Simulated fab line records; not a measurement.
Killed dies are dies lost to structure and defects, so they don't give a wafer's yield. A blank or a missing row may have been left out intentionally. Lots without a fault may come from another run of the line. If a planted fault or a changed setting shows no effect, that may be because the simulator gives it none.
Split-lot study    flow berkeley cmos170    route with 331 steps; 5 lots, 23 wafers read

## THE SPLIT ITSELF
At UCB170_FIELD_OXIDATION_01 (target thk 558.3 nm, ox time 7200 s), the setting ox time s was moved away from the recipe's 7200 s on 15 of the 23 wafers read, by -11.5% to +13.0%. All remaining wafers had this setting at the recipe value.

## FROM THE SPLIT TO THE READING: what the file shows between them, 5 steps
- UCB170_FIELD_THK_MEAS_02
- UCB170_FIELD_ANNEAL_03: time 1200 s
- UCB170_FIELD_WET_ETCH_04: etches SiO2 in dHF, time 60 s
- UCB170_FIELD_WET_ETCH_05: etches Si3N4 in H3PO4, time 12600 s
- UCB170_FIELD_WET_ETCH_06: etches SiO2 in BOE, time 22 s

## THE READING
FIELD_OXIDE_LEFT_1_THK, in nm, at UCB170_FIELD_THK_MEAS_90. A value of 435 nm with a standard deviation of 7.4 nm is what fault-free wafers of this fab line usually give.

wafer   tool, chamber at the split  ox time s as run, s  against the recipe  FIELD_OXIDE_LEFT_1_THK, nm  against lot-mates on the recipe
L074.1  -, -                        6596                 -8.4%               401                         no lot-mate on the recipe
L074.2  -, -                        6596                 -8.4%               407                         no lot-mate on the recipe
L074.4  -, -                        6596                 -8.4%               412                         no lot-mate on the recipe
L074.5  -, -                        6596                 -8.4%               409                         no lot-mate on the recipe
L074.6  -, -                        6596                 -8.4%               412                         no lot-mate on the recipe
L076.1  -, -                        8137                 +13.0%              479                         no lot-mate on the recipe
L076.2  -, -                        8137                 +13.0%              486                         no lot-mate on the recipe
L076.3  -, -                        8137                 +13.0%              479                         no lot-mate on the recipe
L076.4  -, -                        8137                 +13.0%              484                         no lot-mate on the recipe
L076.5  -, -                        8137                 +13.0%              492                         no lot-mate on the recipe
L079.1  -, -                        7200                 recipe              443                         -
L079.3  -, -                        7200                 recipe              435                         -
L079.4  -, -                        7200                 recipe              437                         -
L079.5  -, -                        7200                 recipe              438                         -
L079.6  -, -                        7200                 recipe              439                         -
L081.1  furnace-02, 0               7200                 recipe              433                         -
L081.4  furnace-02, 0               7200                 recipe              428                         -
L081.6  furnace-02, 0               7200                 recipe              432                         -
L083.1  -, -                        6373                 -11.5%              380                         no lot-mate on the recipe
L083.3  -, -                        6373                 -11.5%              372                         no lot-mate on the recipe
L083.4  -, -                        6373                 -11.5%              376                         no lot-mate on the recipe
L083.5  -, -                        6373                 -11.5%              371                         no lot-mate on the recipe
L083.6  -, -                        6373                 -11.5%              380                         no lot-mate on the recipe

THE FIT
A straight line over all 23 wafers: FIELD_OXIDE_LEFT_1_THK changes by +4.12 nm for each +1% of ox time s; r = +0.98; the points scatter about the line by 8.4 nm.
Too few moved wafers with a lot-mate on the recipe to fit a line net of each lot's own level.

## THE WHOLE CHAIN: every reading that the file lists as answering this split, in the file's order
step                       what it does                         reading                                                                             change (the file's fit)               r (the file's)
UCB170_FIELD_OXIDATION_01  target thk 558.3 nm, ox time 7200 s  SiO2_of_FIELD_OXIDATION_01.thk nm (the simulator's own value, which no gauge read)  +4.16 nm for each +1% of the setting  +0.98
UCB170_FIELD_THK_MEAS_02                                        FIELD_OXIDE_THK                                                                     +4.16 for each +1% of the setting     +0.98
UCB170_FIELD_WET_ETCH_06   etches SiO2 in BOE, time 22 s        SiO2_of_FIELD_OXIDATION_01.thk nm (the simulator's own value, which no gauge read)  +4.11 nm for each +1% of the setting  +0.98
UCB170_FIELD_THK_MEAS_90                                        FIELD_OXIDE_LEFT_1_THK                                                              +4.11 for each +1% of the setting     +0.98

## THE FILE'S OWN FIT
FIELD_OXIDE_LEFT_1_THK changes by +4.11 nm for each +1% of ox time s, r = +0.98.
